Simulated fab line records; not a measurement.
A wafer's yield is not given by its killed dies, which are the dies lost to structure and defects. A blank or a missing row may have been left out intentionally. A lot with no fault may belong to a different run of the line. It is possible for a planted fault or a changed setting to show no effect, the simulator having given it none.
Which of the tools did it?    flow berkeley cmos170    42 wafers from 14 lots sampled at 5 of the route's 331 steps

WHAT EACH GAUGE READ, for each wafer
UCB170_M2_CD_MEAS_15 targets a cd of 700 nm.
lot   measured      on         cd nm (nm)
L869  day 8 22:31   cd sem-02  701.5 700.1 699.3
L873  day 9 13:09   cd sem-02  697.3 698.3 697.1
L874  day 9 12:38   cd sem-02  700.7 700.4 699.4
L875  day 9 12:52   cd sem-01  697.8 698.2 698.2
L871  day 9 13:21   cd sem-01  698.7 697.8 699.8
L877  day 10 09:41  cd sem-02  701.1 700.3 701.4
L878  day 10 09:15  cd sem-02  699.8 700.2 700.1
L881  day 11 05:02  cd sem-01  698.1 697.7 699.0
L884  day 11 20:11  cd sem-02  697.3 698.3 699.6
L888  day 11 21:46  cd sem-01  697.8 697.7 697.5
L887  day 11 21:55  cd sem-02  697.3 696.9 698.0
L886  day 11 22:19  cd sem-02  701.0 699.9 699.6
L885  day 11 22:38  cd sem-02  699.1 698.5 698.4
L892  day 13 03:00  cd sem-01  698.1 697.8 697.6

UCB170_V2_THK_MEAS_01.
lot   measured      on             V2_TEOS_THK (nm)
L869  day 8 23:16   film metro-04  1962 1996 1978
L873  day 9 13:55   film metro-02  2023 1979 2005
L874  day 9 13:23   film metro-02  1982 2008 2024
L875  day 9 13:41   film metro-04  1974 2022 2046
L871  day 9 14:07   film metro-01  1983 1951 2003
L877  day 10 10:29  film metro-01  1970 2009 2010
L878  day 10 10:07  film metro-04  1999 2031 2025
L881  day 11 05:49  film metro-02  1982 1983 1991
L884  day 11 20:57  film metro-02  1960 2026 2018
L888  day 11 22:31  film metro-02  2178 2202 2199 2179 2203 2199
L887  day 11 22:40  film metro-04  1984 1965 2004
L886  day 11 23:04  film metro-02  2004 1987 2020
L885  day 11 23:23  film metro-04  2207 2205 2231 2207 2206 2231
L892  day 13 03:46  film metro-04  1983 2005 2023

WHICH TOOL RAN EACH LOT (tool, then ch and the chambers of the sampled wafers, then the start)
lot   UCB170_V1_CMP_02               UCB170_M2_STRIP_07                    UCB170_V2_CVD_00
L869  cmp-01 ch 0,1, day 8 17:49     plasma asher-01 ch 0,1, day 8 21:13   pecvd-01 ch 1,2, day 8 23:07
L873  cmp-02 ch 0,2,3, day 9 06:25   plasma asher-02 ch 0,1, day 9 11:38   pecvd-03 ch 0,1,2, day 9 13:45
L874  cmp-01 ch 0,1,2, day 9 06:39   plasma asher-01 ch 0,1, day 9 11:13   pecvd-03 ch 0,1, day 9 13:14
L875  cmp-02 ch 1,3, day 9 06:43     plasma asher-03 ch 0,1, day 9 11:27   pecvd-02 ch 0,1,2, day 9 13:32
L871  cmp-01 ch 0,1,3, day 9 06:57   plasma asher-01 ch 0,1, day 9 11:40   pecvd-02 ch 0,1,2, day 9 13:58
L877  cmp-02 ch 0,1,3, day 10 02:51  plasma asher-03 ch 0,1, day 10 07:46  pecvd-01 ch 0,1, day 10 10:19
L878  cmp-01 ch 0,1,3, day 10 02:57  plasma asher-02 ch 0,1, day 10 06:52  pecvd-03 ch 0,1, day 10 09:52
L881  cmp-01 ch 2,3, day 10 22:20    plasma asher-03 ch 0,1, day 11 02:11  pecvd-01 ch 0,2, day 11 05:38
L884  cmp-02 ch 1,2,3, day 11 14:46  plasma asher-01 ch 0,1, day 11 17:49  pecvd-02 ch 0,1,2, day 11 20:48
L888  cmp-01 ch 0,1, day 11 16:28    plasma asher-03 ch 0,1, day 11 20:01  pecvd-01 ch 0,1, day 11 22:22
L887  cmp-02 ch 1,2,3, day 11 16:31  plasma asher-02 ch 0,1, day 11 20:29  pecvd-03 ch 0,1,2, day 11 22:31
L886  cmp-01 ch 0,2, day 11 16:46    plasma asher-03 ch 0,1, day 11 20:44  pecvd-02 ch 0,1, day 11 22:55
L885  cmp-02 ch 0,1,2, day 11 16:55  plasma asher-02 ch 0,1, day 11 20:51  pecvd-01 ch 0,2, day 11 23:14
L892  cmp-01 ch 1,2, day 12 22:11    plasma asher-03 ch 1, day 13 01:46    pecvd-03 ch 1,2, day 13 03:37
- UCB170_V1_CMP_02: polishes SiO2.
- UCB170_M2_STRIP_07: strips in O2.
- UCB170_V2_CVD_00: deposits SiO2 from TEOS/O2, target thk 2000 nm, time 250 s.

AS READ BY THE TOOLS THEMSELVES (means over the sampled wafers that have a number; for cases with no such wafer, the mark the record gives instead)
UCB170_V1_CMP_02.
lot   tool    edge zone pressure frac  motor current A (A)
L869  cmp-01  0.998                    15.3
L873  cmp-02  0.997                    16.3
L874  cmp-01  1.001                    16.8
L875  cmp-02  1.002                    17.9
L871  cmp-01  1.002                    15.7
L877  cmp-02  0.999                    16.2
L878  cmp-01  1.002                    15.2
L881  cmp-01  1.005                    16.1
L884  cmp-02  1.001                    17.6
L888  cmp-01  0.999                    15.6
L887  cmp-02  0.999                    17.8
L886  cmp-01  0.998                    16.6
L885  cmp-02  0.998                    16.8
L892  cmp-01  1.001                    17.3

UCB170_M2_STRIP_07.
lot   tool             drypump motor current A (A)  oes product au (a.u.)  strip time to endpoint s (s)
L869  plasma asher-01  6.3                          0.735                  21.97
L873  plasma asher-02  5.9                          0.738                  21.91
L874  plasma asher-01  5.9                          0.733                  22.01
L875  plasma asher-03  5.8                          0.735                  21.89
L871  plasma asher-01  5.9                          0.737                  21.97
L877  plasma asher-03  5.7                          0.732                  21.96
L878  plasma asher-02  5.3                          0.739                  21.91
L881  plasma asher-03  5.8                          0.734                  21.89
L884  plasma asher-01  5.9                          0.733                  21.94
L888  plasma asher-03  5.8                          0.731                  21.90
L887  plasma asher-02  5.9                          0.734                  22.02
L886  plasma asher-03  5.8                          0.739                  21.94
L885  plasma asher-02  5.9                          0.733                  21.90
L892  plasma asher-03  5.9                          0.735                  21.89

UCB170_V2_CVD_00.
lot   tool      heater power w (W)  rf fwd power W (W)  susceptor temp C (C)
L869  pecvd-01  208                 549.2               390.19
L873  pecvd-03  228                 547.5               389.81
L874  pecvd-03  276                 549.9               390.12
L875  pecvd-02  237                 547.9               389.69
L871  pecvd-02  273                 547.8               389.96
L877  pecvd-01  211                 548.0               390.20
L878  pecvd-03  227                 547.3               390.13
L881  pecvd-01  183                 548.9               390.03
L884  pecvd-02  254                 546.6               390.06
L888  pecvd-01  106                 766.8               390.01
L887  pecvd-03  302                 549.4               390.08
L886  pecvd-02  260                 550.8               390.01
L885  pecvd-01  90                  769.5               389.92
L892  pecvd-03  278                 548.9               389.87

THE ANSWER, worked out from the rows above alone
Rule: usual is defined by the lots themselves. The widest of any qualifying gaps counts: lots, ordered by their means at a reading, are off when they make up no more than a third of the lots, leave a main group of 4 or more, and stand apart from it by 3 or more times the standard deviation of that group's means. A main group is skipped when, at the precision printed for the reading in the tables above, its means are all equal. A lot without any number at a reading at which 4 lots or more have one is off too. All remaining lots with rows at the step are treated as sound. Order of review: gauges by route order, followed by the tools' own readings, for which a lot's mean as printed above is used. At the first step where some lot is off, the reading lying furthest off is the one used; lots without a number count as furthest.
Off: L888, L885, at UCB170_V2_THK_MEAS_01 (V2_TEOS_THK). The main group has a mean of 1998 nm with a standard deviation of 13.
If a tool, at a process step before that reading, ran all the lots that are off and no sound lot after the first of them, it fits. The gauges at UCB170_V2_THK_MEAS_01 aren't tried: what is off there is off at UCB170_V2_CVD_00 too, on other tools, and a gauge's error can't cause that. One fits: UCB170_V2_CVD_00 on pecvd-01. A fault onset in the window from L881 (day 11 05:38, its last sound lot) to L888 (day 11 22:22, its first lot off) fits.
The tool's own readings at UCB170_V2_CVD_00 bear it out: on the lots that are off they differ by more than 5 times the standard deviation of the sound lots' means. rf fwd power W reads 768.1 W there against 548.5 W on the sound lots.

WHAT WAS PUT IN BY THE SIMULATOR
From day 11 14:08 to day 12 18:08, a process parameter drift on pecvd-01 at UCB170_V2_CVD_00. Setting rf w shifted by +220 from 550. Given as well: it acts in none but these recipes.
Shown lots that were struck: L888, L885. The rule above reached the same finding.
